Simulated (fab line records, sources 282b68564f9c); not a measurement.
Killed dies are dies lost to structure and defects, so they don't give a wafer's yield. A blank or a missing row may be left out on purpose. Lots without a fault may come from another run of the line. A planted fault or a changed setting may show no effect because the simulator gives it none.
fab line records | flow rit_cmos
record lots=5 wafers=15 last_day=7
route steps=202 shown NSD@131 PSD@142 SDANNEAL@153 PLDD@159 NLDD@160 SILICIDE@161 CONTACT@168
lots that met no fault: from a run of the same line without faults
start_h: hours from the record's first day to the start of the lot's first wafer shown | wait_h: hours since the lot's step before | " the same as in the row above | L1.1+2: a row that stands for several wafers | - no value, or no start given | * or withheld: withheld | < > ~ a bound
route shown NAME@n: a module of which the file shows steps, and the number in the route of the first | usual: mean/standard deviation of fault-free wafers | same: alike in all rows | chamber/n: place in a boat | sites: the reading at each site | _std_site: their standard deviation | _edge_site: outer sites' mean less inner sites' | radius_mm: how far each site lies from the wafer's centre | mask NAME#n: copy n | behind: the tool/chamber that last shaped the wafer | hold: why the lot was held/for how many hours/how that ended | device: the transistor (n, p or np) that didn't switch | end of line: the same wafers' tests at the end of the route | a step without rows: its recipe alone | killed: dies lost to structure and defects at the first sort, not the wafer's yield | map: a wafer's dies, x killed, . not, _ none there
set.NAME: the setting as run; set.NAME@STEP: as run at that earlier step | model.NAME: the simulator's own value behind a step, which no gauge read
lots at some steps of the route; a table a step, a row a wafer
services: from which hour (start_h, from the record's first day; less than 0 if before it) a tool's chamber was out of use, for how many hours, and why
## steps
# step RIT_NSD_HMDS_00
# recipe prime_time_s=60 prime_temp_c=140
# usual chill_plate_temp_C=23.00/0.1
# columns lot.wafer tool chamber start_h wait_h chill_plate_temp_C
L089.2 litho_track-03 0 132.14 0.2 23.04
L089.4 " 0 " " 22.94
L089.6 " 0 " " 23.04
L094.2 litho_track-02 0 153.45 0.1 22.96
L094.4 " 0 " " 23.05
L094.6 " 0 " " 23.15
L095.2 litho_track-03 0 155.72 0.2 23.00
L095.4 " 0 " " 22.85
L095.6 " 0 " " 22.91
L096.1 litho_track-02 0 160.44 0.1 22.94
L096.3 " 0 " " 22.71
L096.5 " 0 " " 22.90
L097.2 litho_track-02 0 166.95 0.1 22.89
L097.3 " 0 " " 22.97
L097.5 " 0 " " 23.02
# step RIT_NSD_COAT_01
# recipe resist=NOVOLAK spin_rpm=3250 resist_thk_nm=1000
# usual chill_plate_temp_C=22.98/0.1
# columns lot.wafer tool chamber start_h wait_h chill_plate_temp_C
L089.2 litho_track-03 0 132.29 0.1 23.03
L089.4 " 0 " " 23.04
L089.6 " 0 " " 23.07
L094.2 litho_track-02 0 153.60 0.1 23.08
L094.4 " 0 " " 23.04
L094.6 " 0 " " 22.93
L095.2 litho_track-03 0 155.87 0.1 23.01
L095.4 " 0 " " 23.15
L095.6 " 0 " " 22.99
L096.1 litho_track-02 0 160.59 0.1 22.90
L096.3 " 0 " " 22.89
L096.5 " 0 " " 22.87
L097.2 litho_track-02 0 167.10 0.1 23.06
L097.3 " 0 " " 22.93
L097.5 " 0 " " 22.99
# step RIT_NSD_SOFTBAKE_02
# recipe resist=NOVOLAK temp_c=90 time_s=60
# usual chill_plate_temp_C=22.97/0.093
# columns lot.wafer tool chamber start_h wait_h chill_plate_temp_C
L089.2 litho_track-03 0 132.44 0.1 22.95
L089.4 " 0 " " 23.03
L089.6 " 0 " " 23.04
L094.2 litho_track-02 0 153.75 0.1 22.94
L094.4 " 0 " " 23.04
L094.6 " 0 " " 22.90
L095.2 litho_track-03 0 156.02 0.1 22.96
L095.4 " 0 " " 22.89
L095.6 " 0 " " 22.80
L096.1 litho_track-02 0 160.74 0.1 22.98
L096.3 " 0 " " 23.02
L096.5 " 0 " " 22.88
L097.2 litho_track-02 0 167.25 0.1 23.11
L097.3 " 0 " " 23.10
L097.5 " 0 " " 23.06
# step RIT_NSD_EXPOSE_03
# recipe mask_id=M9 na=0.57 target_cd_nm=40700 dose_mj=250
# columns lot.wafer tool chamber start_h wait_h mask
L089.2+4+6 iline_stepper-02 0 132.58 0.1 M9#0
L094.2+4+6 iline_stepper-02 0 153.89 0.1 M9#0
L095.2+4+6 iline_stepper-01 0 156.29 0.2 M9#0
L096.1+3+5 iline_stepper-02 0 161.02 0.2 M9#0
L097.2+3+5 iline_stepper-01 0 167.52 0.2 M9#0
# step RIT_NSD_PEB_04
# recipe resist=NOVOLAK temp_c=withheld time_s=withheld
# usual chill_plate_temp_C=*
# columns lot.wafer tool chamber start_h wait_h chill_plate_temp_C
L089.2 litho_track-02 0 132.71 0.1 *
L089.4 " 0 " " *
L089.6 " 0 " " *
L094.2 litho_track-02 0 154.01 0.1 *
L094.4 " 0 " " *
L094.6 " 0 " " *
L095.2 litho_track-03 0 156.43 0.1 *
L095.4 " 0 " " *
L095.6 " 0 " " *
L096.1 litho_track-01 0 161.14 0.1 *
L096.3 " 0 " " *
L096.5 " 0 " " *
L097.2 litho_track-02 0 167.64 0.1 *
L097.3 " 0 " " *
L097.5 " 0 " " *
# step RIT_NSD_DEVELOP_05
# recipe resist=NOVOLAK develop_time_s=50 dev_temp_c=23
# usual chill_plate_temp_C=22.98/0.11
# columns lot.wafer tool chamber start_h wait_h chill_plate_temp_C
L089.2 litho_track-02 0 - - 22.97
L089.4 " 0 " " 22.88
L089.6 " 0 " " 23.04
L094.2 litho_track-02 0 - - 23.01
L094.4 " 0 " " 22.93
L094.6 " 0 " " 22.81
L095.2 litho_track-03 0 - - 23.04
L095.4 " 0 " " 22.94
L095.6 " 0 " " 23.12
L096.1 litho_track-01 0 - - 22.86
L096.3 " 0 " " 22.89
L096.5 " 0 " " 22.80
L097.2 litho_track-02 0 - - 22.76
L097.3 " 0 " " 22.77
L097.5 " 0 " " 22.93
# step RIT_NSD_OVL_MEAS_06
# usual NSD_OVL=-1.0/1.4
# columns lot.wafer tool chamber start_h wait_h NSD_OVL[nm]
L089.2 overlay-02 - 132.97 - -3.0
L089.4 " - " " -0.7
L089.6 " - " " -3.2
L094.2 overlay-02 - 154.28 - -0.9
L094.4 " - " " 0.2
L094.6 " - " " -0.5
L095.2 overlay-02 - 156.69 - -0.8
L095.4 " - " " -0.4
L095.6 " - " " -1.1
L096.1 overlay-02 - 161.42 - -0.6
L096.3 " - " " -1.1
L096.5 " - " " 0.2
L097.2 overlay-01 - 167.90 - -2.6
L097.3 " - " " -3.9
L097.5 " - " " -3.3
# step RIT_NSD_HARDBAKE_07
# recipe resist=NOVOLAK temp_c=140 time_s=60
# usual chill_plate_temp_C=23.02/0.097
# columns lot.wafer tool chamber start_h wait_h chill_plate_temp_C
L089.2 litho_track-03 0 133.02 0.0 23.07
L089.4 " 0 " " 23.09
L089.6 " 0 " " 23.00
L094.2 litho_track-01 0 154.33 0.0 22.92
L094.4 " 0 " " 22.94
L094.6 " 0 " " 22.84
L095.2 litho_track-02 0 156.75 0.0 23.02
L095.4 " 0 " " 22.96
L095.6 " 0 " " 23.04
L096.1 litho_track-02 0 161.56 0.1 23.06
L096.3 " 0 " " 22.93
L096.5 " 0 " " 23.01
L097.2 litho_track-03 0 167.96 0.0 22.86
L097.3 " 0 " " 22.92
L097.5 " 0 " " 22.86
# step RIT_NSD_IMPLANT_08
# recipe species=P energy_kev=25 dose_cm2=1e+15 tilt_deg=7
# usual end_station_pressure_torr=7.5e-06/3.6e-07
# columns lot.wafer tool chamber start_h wait_h end_station_pressure_torr
L089.2 implanter-03 0 133.17 0.1 7.7e-06
L089.4 " 0 " " 7.8e-06
L089.6 " 0 " " 7.8e-06
L094.2 implanter-03 0 154.48 0.1 7.7e-06
L094.4 " 0 " " 7.6e-06
L094.6 " 0 " " 6.8e-06
L095.2 implanter-02 0 156.90 0.1 7.7e-06
L095.4 " 0 " " 7.8e-06
L095.6 " 0 " " 7.1e-06
L096.1 implanter-03 0 161.71 0.1 8.2e-06
L096.3 " 0 " " 7.4e-06
L096.5 " 0 " " 7.3e-06
L097.2 implanter-03 0 168.11 0.1 7.3e-06
L097.3 " 0 " " 7.8e-06
L097.5 " 0 " " 7.2e-06
# step RIT_NSD_STRIP_09
# recipe chemistry=O2 time_s=180 resist=NOVOLAK platen_temp_c=withheld power_w=500 pressure_mtorr=4000 o2_flow_sccm=4000
# usual drypump_motor_current_A=5.8/0.46 rf_refl_power_W=6.8/1
# columns lot.wafer tool chamber start_h wait_h drypump_motor_current_A rf_hours_counter_h rf_refl_power_W
L089.2 plasma_asher-02 0 133.30 0.1 5.7 49 6.4
L089.4 " 1 " " 6.4 - 6.3
L089.6 " 0 " " 5.7 - 6.1
L094.2 plasma_asher-01 1 154.61 0.1 5.7 33 6.3
L094.4 " 0 " " 6.0 - 8.6
L094.6 " 0 " " 6.0 - 8.9
L095.2 plasma_asher-01 1 157.02 0.1 5.7 34 6.5
L095.4 " 1 " " 5.7 - 6.4
L095.6 " 1 " " 5.7 - 6.0
L096.1 plasma_asher-02 1 161.86 0.1 6.4 53 6.1
L096.3 " 1 " " 6.5 - 6.1
L096.5 " 0 " " 5.7 - 6.4
L097.2 plasma_asher-02 0 168.23 0.1 5.7 54 6.3
L097.3 " 0 " " 5.7 - 6.3
L097.5 " 0 " " 5.7 - 6.4
# step RIT_NSD_TW_MEAS_10
# usual NSD_TW=3129/33
# columns lot.wafer tool chamber start_h wait_h NSD_TW
L089.2 film_metro-02 - 133.48 0.1 3148
L089.4 " - " " 3145
L089.6 " - " " 3134
L094.2 film_metro-01 - 154.79 0.1 3087
L094.4 " - " " 3082
L094.6 " - " " 3091
L095.2 film_metro-01 - 157.21 0.1 3064
L095.4 " - " " 3075
L095.6 " - " " 3071
L096.1 film_metro-03 - 162.04 0.1 3104
L096.3 " - " " 3122
L096.5 " - " " 3102
L097.2 film_metro-02 - 168.42 0.1 3146
L097.3 " - " " 3152
L097.5 " - " " 3152
# step RIT_PSD_HMDS_00
# recipe prime_time_s=60 prime_temp_c=140
# usual chill_plate_temp_C=22.99/0.099
# columns lot.wafer tool chamber start_h wait_h chill_plate_temp_C
L089.2 litho_track-04 0 133.65 0.2 22.96
L089.4 " 0 " " 22.72
L089.6 " 0 " " 22.89
L094.2 litho_track-03 0 154.87 0.1 22.98
L094.4 " 0 " " 22.97
L094.6 " 0 " " 22.95
L095.2 litho_track-03 0 157.28 0.1 22.76
L095.4 " 0 " " 22.89
L095.6 " 0 " " 22.87
L096.1 litho_track-02 0 162.31 0.3 22.81
L096.3 " 0 " " 22.90
L096.5 " 0 " " 23.00
L097.2 litho_track-03 0 168.49 0.1 23.19
L097.3 " 0 " " 22.99
L097.5 " 0 " " 23.11
# step RIT_PSD_COAT_01
# recipe resist=NOVOLAK spin_rpm=3250 resist_thk_nm=1000
# usual chill_plate_temp_C=23.02/0.11
# columns lot.wafer tool chamber start_h wait_h chill_plate_temp_C
L089.2 litho_track-04 0 133.80 0.1 23.00
L089.4 " 0 " " 22.98
L089.6 " 0 " " 23.07
L094.2 litho_track-03 0 155.02 0.1 22.99
L094.4 " 0 " " 23.01
L094.6 " 0 " " 23.19
L095.2 litho_track-03 0 157.43 0.1 22.89
L095.4 " 0 " " 23.06
L095.6 " 0 " " 22.91
L096.1 litho_track-02 0 162.46 0.1 22.99
L096.3 " 0 " " 23.07
L096.5 " 0 " " 23.05
L097.2 litho_track-03 0 168.64 0.1 23.07
L097.3 " 0 " " 22.95
L097.5 " 0 " " 22.99
# step RIT_PSD_SOFTBAKE_02
# recipe resist=NOVOLAK temp_c=90 time_s=60
# usual chill_plate_temp_C=23.01/0.11
# columns lot.wafer tool chamber start_h wait_h chill_plate_temp_C
L089.2 litho_track-04 0 133.95 0.1 22.96
L089.4 " 0 " " 23.00
L089.6 " 0 " " 23.02
L094.2 litho_track-03 0 155.17 0.1 22.98
L094.4 " 0 " " 22.96
L094.6 " 0 " " 23.00
L095.2 litho_track-03 0 157.58 0.1 22.97
L095.4 " 0 " " 22.91
L095.6 " 0 " " 23.15
L096.1 litho_track-02 0 162.61 0.1 23.09
L096.3 " 0 " " 23.09
L096.5 " 0 " " 22.92
L097.2 litho_track-03 0 168.79 0.1 22.95
L097.3 " 0 " " 22.89
L097.5 " 0 " " 23.09
# step RIT_PSD_EXPOSE_03
# recipe mask_id=M10 na=0.57 target_cd_nm=40900 dose_mj=250
# columns lot.wafer tool chamber start_h wait_h mask
L089.2+4+6 iline_stepper-01 0 134.25 0.3 M10#0
L094.2+4+6 iline_stepper-01 0 155.31 0.1 M10#0
L095.2+4+6 iline_stepper-01 0 157.73 0.1 M10#0
L096.1+3+5 iline_stepper-02 0 162.89 0.2 M10#0
L097.2+3+5 iline_stepper-01 0 169.06 0.2 M10#0
# step RIT_PSD_PEB_04
# recipe resist=NOVOLAK temp_c=withheld time_s=withheld
# usual chill_plate_temp_C=*
# columns lot.wafer tool chamber start_h wait_h chill_plate_temp_C
L089.2 litho_track-02 0 134.62 0.4 *
L089.4 " 0 " " *
L089.6 " 0 " " *
L094.2 litho_track-03 0 155.43 0.1 *
L094.4 " 0 " " *
L094.6 " 0 " " *
L095.2 litho_track-03 0 157.85 0.1 *
L095.4 " 0 " " *
L095.6 " 0 " " *
L096.1 litho_track-03 0 163.00 0.1 *
L096.3 " 0 " " *
L096.5 " 0 " " *
L097.2 litho_track-03 0 169.18 0.1 *
L097.3 " 0 " " *
L097.5 " 0 " " *
# step RIT_PSD_DEVELOP_05
# recipe resist=NOVOLAK develop_time_s=50 dev_temp_c=23
# usual chill_plate_temp_C=23.01/0.1
# columns lot.wafer tool chamber start_h wait_h chill_plate_temp_C
L089.2 litho_track-02 0 - - 23.08
L089.4 " 0 " " 23.00
L089.6 " 0 " " 23.09
L094.2 litho_track-03 0 - - 22.90
L094.4 " 0 " " 22.96
L094.6 " 0 " " 23.05
L095.2 litho_track-03 0 - - 23.04
L095.4 " 0 " " 23.10
L095.6 " 0 " " 22.95
L096.1 litho_track-03 0 - - 23.29
L096.3 " 0 " " 23.23
L096.5 " 0 " " 23.11
L097.2 litho_track-03 0 - - 22.93
L097.3 " 0 " " 22.84
L097.5 " 0 " " 22.87
# step RIT_PSD_OVL_MEAS_06
# usual PSD_OVL=-1.1/1.4
# columns lot.wafer tool chamber start_h wait_h PSD_OVL[nm]
L089.2 overlay-01 - 134.89 - -1.6
L089.4 " - " " -2.3
L089.6 " - " " -2.6
L094.2 overlay-02 - 155.70 - -3.2
L094.4 " - " " -2.8
L094.6 " - " " -2.5
L095.2 overlay-02 - 158.11 - -1.6
L095.4 " - " " -2.4
L095.6 " - " " -0.2
L096.1 overlay-02 - 163.29 - -0.4
L096.3 " - " " 0.1
L096.5 " - " " 0.0
L097.2 overlay-01 - 169.45 - -1.3
L097.3 " - " " -2.5
L097.5 " - " " -2.1
# step RIT_PSD_HARDBAKE_07
# recipe resist=NOVOLAK temp_c=140 time_s=60
# usual chill_plate_temp_C=23.01/0.1
# columns lot.wafer tool chamber start_h wait_h chill_plate_temp_C
L089.2 litho_track-03 0 135.06 0.2 22.88
L089.4 " 0 " " 23.05
L089.6 " 0 " " 22.95
L094.2 litho_track-04 0 155.87 0.2 22.94
L094.4 " 0 " " 23.14
L094.6 " 0 " " 23.07
L095.2 litho_track-04 0 158.17 0.0 22.85
L095.4 " 0 " " 22.80
L095.6 " 0 " " 22.86
L096.1 litho_track-04 0 163.41 0.1 23.04
L096.3 " 0 " " 23.06
L096.5 " 0 " " 23.00
L097.2 litho_track-04 0 169.50 0.0 23.08
L097.3 " 0 " " 23.07
L097.5 " 0 " " 22.93
# step RIT_PSD_IMPLANT_08
# recipe species=BF2 energy_kev=27 dose_cm2=5e+15 tilt_deg=7
# usual end_station_pressure_torr=1.4e-05/1.5e-06
# columns lot.wafer tool chamber start_h wait_h end_station_pressure_torr
L089.2 implanter-01 0 135.21 0.1 1.28e-05
L089.4 " 0 " " 1.19e-05
L089.6 " 0 " " 1.19e-05
L094.2 implanter-04 0 156.02 0.1 1.35e-05
L094.4 " 0 " " 1.4e-05
L094.6 " 0 " " 1.52e-05
L095.2 implanter-04 0 158.32 0.1 1.54e-05
L095.4 " 0 " " 1.47e-05
L095.6 " 0 " " 1.5e-05
L096.1 implanter-03 0 163.56 0.1 1.43e-05
L096.3 " 0 " " 1.57e-05
L096.5 " 0 " " 1.56e-05
L097.2 implanter-03 0 169.65 0.1 1.45e-05
L097.3 " 0 " " 1.62e-05
L097.5 " 0 " " 1.55e-05
# step RIT_PSD_STRIP_09
# recipe chemistry=O2 time_s=180 resist=NOVOLAK platen_temp_c=withheld power_w=500 pressure_mtorr=4000 o2_flow_sccm=4000
# usual drypump_motor_current_A=5.7/0.49 rf_refl_power_W=6.5/0.83
# columns lot.wafer tool chamber start_h wait_h drypump_motor_current_A rf_hours_counter_h rf_refl_power_W
L089.2 plasma_asher-02 0 135.34 0.1 5.7 50 6.6
L089.4 " 1 " " 6.4 - 6.2
L089.6 " 1 " " 6.4 - 6.2
L094.2 plasma_asher-04 0 156.15 0.1 5.6 56 5.9
L094.4 " 0 " " 5.6 - 5.5
L094.6 " 0 " " 5.5 - 6.0
L095.2 plasma_asher-04 1 158.44 0.1 4.9 56 6.5
L095.4 " 0 " " 5.5 - 5.8
L095.6 " 0 " " 5.5 - 6.2
L096.1 plasma_asher-04 0 163.71 0.1 5.5 57 5.9
L096.3 " 0 " " 5.6 - 5.9
L096.5 " 1 " " 4.9 - 6.0
L097.2 plasma_asher-01 0 169.78 0.1 6.0 35 8.7
L097.3 " 0 " " 6.0 - 8.9
L097.5 " 1 " " 5.7 - 6.4
# step RIT_PSD_TW_MEAS_10
# usual PSD_TW=3446/32
# columns lot.wafer tool chamber start_h wait_h PSD_TW
L089.2 film_metro-02 - 135.52 0.1 3453
L089.4 " - " " 3462
L089.6 " - " " 3484
L094.2 film_metro-02 - 156.33 0.1 3474
L094.4 " - " " 3457
L094.6 " - " " 3479
L095.2 film_metro-02 - 158.63 0.1 3469
L095.4 " - " " 3459
L095.6 " - " " 3449
L096.1 film_metro-02 - 163.88 0.1 3458
L096.3 " - " " 3442
L096.5 " - " " 3471
L097.2 film_metro-03 - 169.96 0.1 3445
L097.3 " - " " 3419
L097.5 " - " " 3444
# step RIT_SDANNEAL_CLEAN_00
# recipe chemistry=SC1 mix=3:3:50 time_s=600 temp_c=75
# columns lot.wafer tool chamber start_h wait_h
L089.2+4+6 wet_bench-01 1 135.72 0.2
L094.2+4+6 wet_bench-02 2 156.38 0.0
L095.2+4+6 wet_bench-04 2 158.68 0.0
L096.1+3+5 wet_bench-01 0 163.94 0.1
L097.2+3+5 wet_bench-01 3 170.01 0.0
# step RIT_SDANNEAL_CLEAN_01
# recipe chemistry=dHF dilution=50:1 time_s=30
# columns lot.wafer tool chamber start_h wait_h
L089.2+4+6 wet_bench-02 0 135.91 0.0
L094.2+4+6 wet_bench-02 2 156.57 0.0
L095.2+4+6 wet_bench-01 1 158.85 0.0
L096.1+3+5 wet_bench-02 3 164.13 0.0
L097.2+3+5 wet_bench-04 1 170.20 0.0
# step RIT_SDANNEAL_CLEAN_02
# recipe chemistry=SC2 mix=3:3:50 time_s=600 temp_c=75 dry=n2_spin
# columns lot.wafer tool chamber start_h wait_h
L089.2+4+6 wet_bench-02 2 135.93 0.0
L094.2+4+6 wet_bench-02 3 156.59 0.0
L095.2+4+6 wet_bench-02 0 158.87 0.0
L096.1+3+5 wet_bench-04 2 164.15 0.0
L097.2+3+5 wet_bench-02 3 170.22 0.0
# step RIT_SDANNEAL_RTA_03
# recipe temp_c=1050 time_s=5 idle_temp_c=600 ramp_up_c_per_s=342 ramp_down_c_per_s=171 cool_to_c=600 ambient=N2
# usual wafer_temp_C_max=1053.6/1.1
# columns lot.wafer tool chamber start_h wait_h wafer_temp_C_max
L089.2 rtp_anneal-01 0 136.15 0.0 1053.7
L089.4 " 0 " " 1051.7
L089.6 " 0 " " 1052.0
L094.2 rtp_anneal-02 0 156.79 0.0 1052.5
L094.4 " 0 " " 1053.3
L094.6 " 0 " " 1053.6
L095.2 rtp_anneal-01 0 159.05 0.0 1053.7
L095.4 " 0 " " 1053.3
L095.6 " 0 " " 1053.8
L096.1 rtp_anneal-02 0 164.33 0.0 1054.7
L096.3 " 0 " " 1052.9
L096.5 " 0 " " 1052.0
L097.2 rtp_anneal-01 0 170.44 0.0 1051.6
L097.3 " 0 " " 1053.4
L097.5 " 0 " " 1053.2
# step RIT_SDANNEAL_RS_MEAS_04
# recipe thk_meas_gauge=four-point-probe
# usual PSD_RS=115.79/0.26
# columns lot.wafer tool chamber start_h wait_h PSD_RS[ohm/sq]
L089.2 film_metro-03 - 136.22 0.1 116.02
L089.4 " - " " 115.83
L089.6 " - " " 116.01
L094.2 film_metro-03 - 156.86 0.1 116.16
L094.4 " - " " 115.78
L094.6 " - " " 116.18
L095.2 film_metro-01 - 159.12 0.1 116.27
L095.4 " - " " 115.96
L095.6 " - " " 116.08
L096.1 film_metro-02 - 164.39 0.0 115.53
L096.3 " - " " 115.82
L096.5 " - " " 115.44
L097.2 film_metro-01 - 170.51 0.1 115.72
L097.3 " - " " 115.26
L097.5 " - " " 115.73
# step RIT_SDANNEAL_RS_MEAS_05
# recipe thk_meas_gauge=four-point-probe
# usual NSD_RS=84.5/0.32
# columns lot.wafer tool chamber start_h wait_h NSD_RS[ohm/sq]
L089.2 film_metro-03 - 136.34 0.1 84.6
L089.4 " - " " 84.8
L089.6 " - " " 84.8
L094.2 film_metro-03 - 156.98 0.1 84.4
L094.4 " - " " 84.4
L094.6 " - " " 84.3
L095.2 film_metro-01 - 159.24 0.1 84.7
L095.4 " - " " 84.7
L095.6 " - " " 85.1
L096.1 film_metro-02 - 164.51 0.1 84.8
L096.3 " - " " 84.8
L096.5 " - " " 84.7
L097.2 film_metro-01 - 170.63 0.1 84.4
L097.3 " - " " 84.6
L097.5 " - " " 84.4
# step RIT_SDANNEAL_RS_MEAS_06
# recipe thk_meas_gauge=four-point-probe
# usual PLDD_RS=178.5/0.44
# columns lot.wafer tool chamber start_h wait_h PLDD_RS[ohm/sq]
L089.2 film_metro-03 - 136.46 0.1 178.7
L089.4 " - " " 178.1
L089.6 " - " " 178.3
L094.2 film_metro-03 - 157.10 0.1 179.0
L094.4 " - " " 178.0
L094.6 " - " " 178.0
L095.2 film_metro-01 - 159.36 0.1 178.5
L095.4 " - " " 177.7
L095.6 " - " " 177.8
L096.1 film_metro-02 - 164.63 0.1 178.6
L096.3 " - " " 178.9
L096.5 " - " " 178.8
L097.2 film_metro-01 - 170.75 0.1 178.6
L097.3 " - " " 178.5
L097.5 " - " " 178.6
# step RIT_SDANNEAL_RS_MEAS_07
# recipe thk_meas_gauge=four-point-probe
# usual NLDD_RS=151.6/0.5
# columns lot.wafer tool chamber start_h wait_h NLDD_RS[ohm/sq]
L089.2 film_metro-03 - 136.58 0.1 152.3
L089.4 " - " " 152.1
L089.6 " - " " 152.0
L094.2 film_metro-03 - 157.22 0.1 152.0
L094.4 " - " " 152.3
L094.6 " - " " 152.0
L095.2 film_metro-01 - 159.48 0.1 151.8
L095.4 " - " " 151.9
L095.6 " - " " 151.5
L096.1 film_metro-02 - 164.75 0.1 152.3
L096.3 " - " " 152.4
L096.5 " - " " 152.8
L097.2 film_metro-01 - 170.87 0.1 151.5
L097.3 " - " " 151.6
L097.5 " - " " 151.5
# step RIT_SILICIDE_WET_ETCH_00
# recipe chemistry=BOE target=SiO2 target_depth_nm=14 time_s=15 dry=n2_spin dilution=10:1 temp_c=21.5
# columns lot.wafer tool chamber start_h wait_h
L089.2+4+6 wet_bench-02 3 136.68 0.1
L094.2+4+6 wet_bench-03 2 157.32 0.1
L095.2+4+6 wet_bench-03 0 159.58 0.1
L096.1+3+5 wet_bench-03 1 164.87 0.1
L097.2+3+5 wet_bench-03 0 170.97 0.1
# step RIT_SILICIDE_SPUTTER_01
# recipe material=Ti target_thk_nm=30 power_w=350 chamber_pressure_pa=0.667 gas=Ar time_s=240 substrate_temp_c=25
# usual throttle_valve_pct=30.1/0.95
# columns lot.wafer tool chamber start_h wait_h throttle_valve_pct
L089.2 pvd_sputter-03 - 136.69 0.0 29.7
L089.4 " - " " 31.3
L089.6 " - " " 28.5
L094.2 pvd_sputter-02 - 157.33 0.0 31.0
L094.4 " - " " 30.4
L094.6 " - " " 29.6
L095.2 pvd_sputter-03 - 159.60 0.0 28.5
L095.4 " - " " 29.1
L095.6 " - " " 28.1
L096.1 pvd_sputter-03 - 164.88 0.0 29.7
L096.3 " - " " 28.5
L096.5 " - " " 31.4
L097.2 pvd_sputter-04 - 170.98 0.0 30.9
L097.3 " - " " 31.1
L097.5 " - " " 30.6
# step RIT_SILICIDE_RS_MEAS_02
# recipe thk_meas_gauge=four-point-probe reads=Ti_of_SILICIDE_SPUTTER_01
# usual SILICIDE_TI_RS=48.3/0.9
# columns lot.wafer tool chamber start_h wait_h SILICIDE_TI_RS[ohm/sq]
L089.2 film_metro-02 - 136.86 0.1 48.8
L089.4 " - " " 48.8
L089.6 " - " " 48.7
L094.2 film_metro-04 - 157.50 0.1 46.8
L094.4 " - " " 47.3
L094.6 " - " " 48.0
L095.2 film_metro-04 - 159.77 0.1 49.5
L095.4 " - " " 48.9
L095.6 " - " " 49.4
L096.1 film_metro-02 - 165.03 0.1 49.2
L096.3 " - " " 48.5
L096.5 " - " " 48.7
L097.2 film_metro-04 - 171.15 0.1 49.8
L097.3 " - " " 47.8
L097.5 " - " " 49.5
# step RIT_SILICIDE_THK_MEAS_03
# recipe thk_meas_gauge=xrf reads=Ti_of_SILICIDE_SPUTTER_01
# usual SILICIDE_TI_THK=29.6/0.46
# columns lot.wafer tool chamber start_h wait_h SILICIDE_TI_THK[nm]
L089.2 film_metro-02 - 136.97 0.1 29.2
L089.4 " - " " 29.5
L089.6 " - " " 29.3
L094.2 film_metro-04 - 157.61 0.1 30.2
L094.4 " - " " 29.9
L094.6 " - " " 29.5
L095.2 film_metro-04 - 159.88 0.1 28.8
L095.4 " - " " 29.3
L095.6 " - " " 29.0
L096.1 film_metro-02 - 165.15 0.1 29.2
L096.3 " - " " 29.4
L096.5 " - " " 29.3
L097.2 film_metro-04 - 171.26 0.1 29.0
L097.3 " - " " 30.1
L097.5 " - " " 29.2
# step RIT_SILICIDE_RTA_04
# recipe temp_c=650 time_s=10 idle_temp_c=25 ramp_up_s=5 ramp_down_s=5 cool_to_c=25 ambient=N2
# usual wafer_temp_C_max=652.3/0.59
# columns lot.wafer tool chamber start_h wait_h wafer_temp_C_max
L089.2 rtp_anneal-02 0 137.03 0.1 653.2
L089.4 " 0 " " 652.5
L089.6 " 0 " " 652.5
L094.2 rtp_anneal-01 0 157.67 0.1 652.2
L094.4 " 0 " " 652.1
L094.6 " 0 " " 651.8
L095.2 rtp_anneal-02 0 159.94 0.1 653.2
L095.4 " 0 " " 652.2
L095.6 " 0 " " 652.4
L096.1 rtp_anneal-01 0 165.21 0.1 651.6
L096.3 " 0 " " 651.9
L096.5 " 0 " " 652.2
L097.2 rtp_anneal-02 0 171.32 0.1 652.5
L097.3 " 0 " " 653.5
L097.5 " 0 " " 653.0
# step RIT_SILICIDE_WET_ETCH_05
# recipe chemistry=SPM target=Ti temp_c=90 time_s=120 dry=n2_spin
# columns lot.wafer tool chamber start_h wait_h
L089.2+4+6 wet_bench-01 3 137.09 0.0
L094.2+4+6 wet_bench-03 0 157.73 0.0
L095.2+4+6 wet_bench-02 3 159.99 0.0
L096.1+3+5 wet_bench-01 1 165.28 0.1
L097.2+3+5 wet_bench-01 2 171.38 0.0
# step RIT_SILICIDE_RTA_06
# recipe temp_c=750 time_s=10 idle_temp_c=25 ramp_up_s=5 ramp_down_s=10 cool_to_c=25 ambient=N2
# usual wafer_temp_C_max=752.5/0.77
# columns lot.wafer tool chamber start_h wait_h wafer_temp_C_max
L089.2 rtp_anneal-01 0 137.14 0.0 751.3
L089.4 " 0 " " 751.2
L089.6 " 0 " " 752.1
L094.2 rtp_anneal-02 0 157.78 0.0 751.8
L094.4 " 0 " " 752.5
L094.6 " 0 " " 752.5
L095.2 rtp_anneal-01 0 160.05 0.0 752.1
L095.4 " 0 " " 751.8
L095.6 " 0 " " 753.3
L096.1 rtp_anneal-02 0 165.32 0.0 752.3
L096.3 " 0 " " 754.3
L096.5 " 0 " " 753.8
L097.2 rtp_anneal-01 0 171.43 0.0 751.8
L097.3 " 0 " " 752.2
L097.5 " 0 " " 753.0
# step RIT_CONTACT_CVD_00
# recipe material=SiO2 target_thk_nm=400 precursor=TEOS temp_c=390 time_s=61 rf_w=400
# usual heater_power_w=320/57
# columns lot.wafer tool chamber start_h wait_h heater_power_w since_wet_clean_h
L089.2 pecvd-04 2 137.20 0.0 248 692
L089.4 " 1 " " 402 -
L089.6 " 2 " " 263 -
L094.2 pecvd-03 2 157.84 0.0 363 309
L094.4 " 0 " " 321 -
L094.6 " 1 " " 314 -
L095.2 pecvd-02 1 160.10 0.0 258 1106
L095.4 " 1 " " 265 -
L095.6 " 2 " " 291 -
L096.1 pecvd-04 2 165.39 0.1 323 721
L096.3 " 1 " " 446 721
L096.5 " 1 " " 461 -
L097.2 pecvd-03 2 171.49 0.0 320 322
L097.3 " 0 " " 353 322
L097.5 " 1 " " 352 -
# step RIT_CONTACT_THK_MEAS_01
# recipe reads=SiO2_of_CONTACT_CVD_00
# usual CONTACT_TEOS_THK=400/6
# columns lot.wafer tool chamber start_h wait_h CONTACT_TEOS_THK[nm]
L089.2 film_metro-04 - 137.26 0.0 397
L089.4 " - " " 396
L089.6 " - " " 401
L094.2 film_metro-01 - 157.90 0.0 394
L094.4 " - " " 403
L094.6 " - " " 403
L095.2 film_metro-01 - 160.16 0.0 400
L095.4 " - " " 403
L095.6 " - " " 407
L096.1 film_metro-01 - 165.44 0.0 396
L096.3 " - " " 394
L096.5 " - " " 402
L097.2 film_metro-04 - 171.55 0.0 389
L097.3 " - " " 399
L097.5 " - " " 399
## services
# columns tool chamber start_h hours kind
implanter-04 - 110.13 3.1 pm
implanter-02 - 119.67 2.7 repair
implanter-04 - 124.92 17.4 pm
pecvd-04 - 126.76 1.3 repair
implanter-01 - 142.54 4.2 repair
wet_bench-01 - 152.68 1.9 repair
pecvd-04 - 154.77 6.0 pm
wet_bench-04 - 155.71 1.9 pm
pecvd-03 1 161.47 3.6 repair
pvd_sputter-02 - 163.19 13.0 repair
implanter-02 - 168.75 1.6 repair
## key
fault none
